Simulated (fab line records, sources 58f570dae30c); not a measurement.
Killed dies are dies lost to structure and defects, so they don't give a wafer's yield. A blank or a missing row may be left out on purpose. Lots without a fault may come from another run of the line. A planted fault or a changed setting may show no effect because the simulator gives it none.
One fault seen from 2 desks | flow berkeley_cmos170 | each desk has only its own numbers; what lay behind them comes last

THE TOOL OWNER'S DESK: pvd_sputter-01
The tool's own readings at UCB170_SILICIDE_SPUTTER_01 (material Ti, target thk 30 nm, time 25 s): means of the sampled wafers that have a number, for each lot that ran on this tool. A lot is out of limits, marked OUT, if its mean lies more than 4 standard deviations from the usual mean; the brackets give that distance.
Columns: A = chamber_pressure_pa at UCB170_SILICIDE_SPUTTER_01, usual 0.5000 Pa; B = throttle_valve_pct at UCB170_SILICIDE_SPUTTER_01, usual 29.9 %
lot  | first seen here | A                        | B
L551 | day 7 22:31     | 0.5001                   | 29.8
L553 | day 8 07:43     | 0.5003                   | 30.2
L552 | day 8 08:37     | 0.6223 (+99 or more) OUT | 27.0
L554 | day 9 03:25     | 0.6217 (+99 or more) OUT | 26.4
This desk's finding: out of limits on L552, L554; first on L552, day 8 08:37 (chamber_pressure_pa at UCB170_SILICIDE_SPUTTER_01). In limits: L551, L553.

THE METROLOGY DESK
What the gauges read, lot by lot, whatever tool the lot ran on: means of the sampled wafers that have a number. A lot is out of limits, marked OUT, if its mean lies more than 4 standard deviations from the usual mean; the brackets give that distance.
Columns: A = NLDD_OVL at UCB170_NLDD_OVL_MEAS_07, usual 5 nm; B = SILICIDE_TI_RS at UCB170_SILICIDE_RS_MEAS_02, usual 26.0 ohm/sq; C = SILICIDE_TI_THK at UCB170_SILICIDE_THK_MEAS_03, usual 29.7 nm
lot  | first seen here | A | B               | C
L546 | day 6 01:16     | 3 | 26.0            | 29.7
L545 | day 6 05:17     | 3 | 26.6            | 28.9
L547 | day 6 21:31     | 8 | 25.7            | 29.9
L549 | day 7 08:15     | 2 | 26.1            | 29.3
L550 | day 7 08:29     | 6 | 26.4            | 29.1
L548 | day 7 08:59     | 6 | 25.7            | 30.1
L551 | day 7 09:29     | 3 | 25.8            | 30.0
L553 | day 7 22:35     | 3 | 26.5            | 29.3
L552 | day 7 22:47     | 6 | 28.8 (+9.1) OUT | 28.5
L554 | day 8 15:05     | 6 | 28.3 (+7.3) OUT | 28.6
L563 | day 10 03:28    | 7 | 26.3            | 29.5
L565 | day 10 03:44    | 2 | 26.0            | 29.6
L568 | day 10 14:11    | 8 | 25.8            | 30.1
This desk's finding: out of limits on L552, L554; first on L552, day 8 08:39 (SILICIDE_TI_RS at UCB170_SILICIDE_RS_MEAS_02). In limits: L546, L545, L547, L549, L550, L548, L551, L553, L563, L565, L568.

PUT TOGETHER
The tool owner's desk could have raised an alarm at day 8 08:37, on L552, L554.
The metrology desk could have raised an alarm at day 8 08:39, on L552, L554.
Of the lots named, all ran UCB170_SILICIDE_SPUTTER_01 on pvd_sputter-01.

WHAT THE SIMULATOR HAD PUT IN
Process parameter drift: pvd_sputter-01, from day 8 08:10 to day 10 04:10, at UCB170_SILICIDE_SPUTTER_01. Setting chamber_pressure_pa, moved by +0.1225, from 0.5. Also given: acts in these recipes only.
Lots struck among those shown: L552, L554.
Hours from the fault's start to each desk's first reading out of limits: the tool owner's desk, 0; the metrology desk, 0.
